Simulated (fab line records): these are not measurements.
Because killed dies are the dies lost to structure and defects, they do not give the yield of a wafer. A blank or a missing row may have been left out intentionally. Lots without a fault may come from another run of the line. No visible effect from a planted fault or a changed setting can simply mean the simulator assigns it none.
Matching of chambers :: flow berkeley cmos170 :: UCB170_SPACER_CVD_00 on pecvd-04 has 3 sister chambers
The step deposits SiO2 from TEOS/O2, target thk 376 nm, time 47 s. 14 wafers are shown with their chamber, then 7 later ones without.

## WAFERS PAIRED WITH THEIR CHAMBERS
wafer: L075.1
chamber: 2
heater power w (W): 275
rf fwd power W (W): 547.7

wafer: L075.2
chamber: 1
heater power w (W): 408
rf fwd power W (W): 541.4

wafer: L075.5
chamber: 2
heater power w (W): 290
rf fwd power W (W): 544.5

wafer: L078.2
chamber: 1
heater power w (W): 400
rf fwd power W (W): 542.4

wafer: L078.4
chamber: 2
heater power w (W): 302
rf fwd power W (W): 545.3

wafer: L078.6
chamber: 1
heater power w (W): 419
rf fwd power W (W): 540.4

wafer: L077.2
chamber: 1
heater power w (W): 442
rf fwd power W (W): 539.2

wafer: L077.5
chamber: 2
heater power w (W): 344
rf fwd power W (W): 546.9

wafer: L077.6
chamber: 0
heater power w (W): 235
rf fwd power W (W): 546.0

wafer: L080.3
chamber: 1
heater power w (W): 351
rf fwd power W (W): 540.0

wafer: L080.4
chamber: 1
heater power w (W): 380
rf fwd power W (W): 540.3

wafer: L080.6
chamber: 0
heater power w (W): 255
rf fwd power W (W): 542.9

wafer: L081.3
chamber: 2
heater power w (W): 361
rf fwd power W (W): 546.4

wafer: L081.5
chamber: 0
heater power w (W): 288
rf fwd power W (W): 544.8

SIGNATURES (averages over the wafers above)
reading: heater power w
chamber 0: 259.33
chamber 1: 400.00
chamber 2: 314.40
scatter within a chamber: 32.7

reading: rf fwd power W
chamber 0: 544.567
chamber 1: 540.617
chamber 2: 546.160
scatter within a chamber: 1.27
Rule: distance of a wafer from a chamber = root of the sum over the readings of ((wafer's reading minus chamber's mean) / reading's scatter) squared. The wafer belongs to the nearest chamber; if the next one is less than 2 further off, it can't be placed. The scatter is the square root of a quotient: the sum, over the shown wafers, of each reading's squared deviation from its chamber's mean, divided by wafers minus chambers.

## WAFERS WITHOUT THEIR CHAMBER
wafer: L081.6
heater power w (W): 361
rf fwd power W (W): 548.6

wafer: L084.3
heater power w (W): 283
rf fwd power W (W): 544.5

wafer: L084.4
heater power w (W): 328
rf fwd power W (W): 546.7

wafer: L084.6
heater power w (W): 282
rf fwd power W (W): 542.9

wafer: L097.1
heater power w (W): 305
rf fwd power W (W): 543.7

wafer: L097.2
heater power w (W): 247
rf fwd power W (W): 547.7

wafer: L097.6
heater power w (W): 318
rf fwd power W (W): 542.5

## THE CHAMBER EACH PASSED THROUGH
wafer: L081.6
from the rows above: 2
in truth: 2

wafer: L084.3
from the rows above: can't be placed: 0 or 2
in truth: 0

wafer: L084.4
from the rows above: 2
in truth: 2

wafer: L084.6
from the rows above: can't be placed: 0 or 2
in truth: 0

wafer: L097.1
from the rows above: can't be placed: 0 or 2
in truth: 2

wafer: L097.2
from the rows above: can't be placed: 2 or 0
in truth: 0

wafer: L097.6
from the rows above: can't be placed: 0 or 2 or 1
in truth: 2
Correct placement for 2 of the 7. Cannot be placed on the basis of these rows: 5; the candidates contain the true chamber in 5. Wrongly placed: 0.
